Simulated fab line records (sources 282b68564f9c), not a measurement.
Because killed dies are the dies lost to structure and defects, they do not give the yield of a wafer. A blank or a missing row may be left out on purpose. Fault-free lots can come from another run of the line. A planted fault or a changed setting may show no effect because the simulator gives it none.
The tool behind it: which one? ; flow rit cmos ; 39 wafers from 13 lots sampled at 3 of the route's 202 steps

## WHAT EACH GAUGE READ, for each wafer
RIT_SILICIDE_RS_MEAS_02: measurement is done with a four-point probe. Usual: SILICIDE_TI_RS typically reads 47.8 ohm/sq, with standard deviation 0.93.
lot;measured;on;SILICIDE_TI_RS (ohm/sq);flag
L470;day 3 20:44;film metro-04;48.0 49.0 48.7;
L471;day 4 03:23;film metro-04;48.1 47.6 46.3;
L472;day 4 21:25;film metro-04;49.4 48.0 47.2;
L473;day 4 21:30;film metro-03;40.3 48.4 48.3;
L481;day 6 09:46;film metro-04;47.9 47.4 49.6;
L482;day 6 18:44;film metro-03;48.6 47.0 48.7;
L486;day 7 03:53;film metro-03;48.3 49.3 48.9;
L488;day 7 07:54;film metro-01;49.1 47.0 47.7;
L489;day 7 12:16;film metro-04;48.1 46.2 47.0;
L490;day 7 16:44;film metro-04;48.3 46.6 47.6;
L491;day 7 17:50;film metro-04;47.9 46.8 47.0;
L492;day 8 00:08;film metro-04;48.0 47.6 47.7;
L493;day 8 02:38;film metro-04;46.2 46.0 47.2;

RIT_SILICIDE_THK_MEAS_03: measures by xrf. Usual: SILICIDE_TI_THK typically reads 30.0 nm, with standard deviation 0.48.
lot;measured;on;SILICIDE_TI_THK (nm);flag
L470;day 3 20:50;film metro-04;29.8 29.5 29.4;
L471;day 4 03:29;film metro-04;29.8 30.2 30.9;
L472;day 4 21:30;film metro-04;29.4 30.0 30.5;
L473;day 4 21:36;film metro-03;34.6 29.8 29.8;
L481;day 6 09:53;film metro-04;29.9 30.2 29.0;
L482;day 6 18:51;film metro-03;29.7 30.5 29.7;
L486;day 7 04:00;film metro-03;29.6 29.2 29.3;
L488;day 7 08:00;film metro-01;29.6 30.7 30.0;
L489;day 7 12:22;film metro-04;29.9 30.7 30.5;
L490;day 7 16:49;film metro-04;29.8 30.6 30.2;
L491;day 7 17:57;film metro-04;30.0 30.4 30.3;
L492;day 8 00:14;film metro-04;29.9 29.9 30.1;
L493;day 8 02:46;film metro-04;30.8 30.9 30.4;

## TOOL THAT RAN EACH LOT (tool first, then ch and the chambers of the sampled wafers, then the start)
lot;RIT_SILICIDE_SPUTTER_01
L470;pvd sputter-01, day 3 20:34
L471;pvd sputter-01, day 4 03:13
L472;pvd sputter-02, day 4 21:12
L473;pvd sputter-01, day 4 21:19
L481;pvd sputter-04, day 6 09:37
L482;pvd sputter-04, day 6 18:34
L486;pvd sputter-04, day 7 03:43
L488;pvd sputter-04, day 7 07:43
L489;pvd sputter-01, day 7 12:04
L490;pvd sputter-04, day 7 16:31
L491;pvd sputter-02, day 7 17:41
L492;pvd sputter-01, day 7 23:56
L493;pvd sputter-02, day 8 02:29
- RIT_SILICIDE_SPUTTER_01: material Ti, target thk 30 nm, time 240 s.

## WHAT THE TOOLS THEMSELVES READ (means of the sampled wafers that have a number; where no wafer has one, the mark that the record gives instead)
RIT_SILICIDE_SPUTTER_01. Usual: throttle valve pct 29.9 %, standard deviation 1.4.
lot;tool;throttle valve pct (%);flag
L470;pvd sputter-01;28.8;
L471;pvd sputter-01;29.7;
L472;pvd sputter-02;30.8;
L473;pvd sputter-01;28.9;
L481;pvd sputter-04;29.0;
L482;pvd sputter-04;29.3;
L486;pvd sputter-04;29.9;
L488;pvd sputter-04;29.0;
L489;pvd sputter-01;30.8;
L490;pvd sputter-04;29.5;
L491;pvd sputter-02;31.3;
L492;pvd sputter-01;28.2;
L493;pvd sputter-02;30.8;

## THE ANSWER, worked out from the rows above alone
Rule: lot off if the mean of its wafers having a number is beyond 3 standard deviations from the usual mean. A lot without any number at a reading at which 4 lots or more have one is off too. Where the step has rows for the other lots, those lots are counted as sound. The gauges are gone through in route order, then the tools' own readings, and for those a lot's mean is taken as printed above. At the first step where some lot is off, the reading lying furthest off is the one used; lots without a number count as furthest.
Across all readings shown, no lot is off: no conclusion can be drawn from this.

## WHAT WAS PUT IN BY THE SIMULATOR
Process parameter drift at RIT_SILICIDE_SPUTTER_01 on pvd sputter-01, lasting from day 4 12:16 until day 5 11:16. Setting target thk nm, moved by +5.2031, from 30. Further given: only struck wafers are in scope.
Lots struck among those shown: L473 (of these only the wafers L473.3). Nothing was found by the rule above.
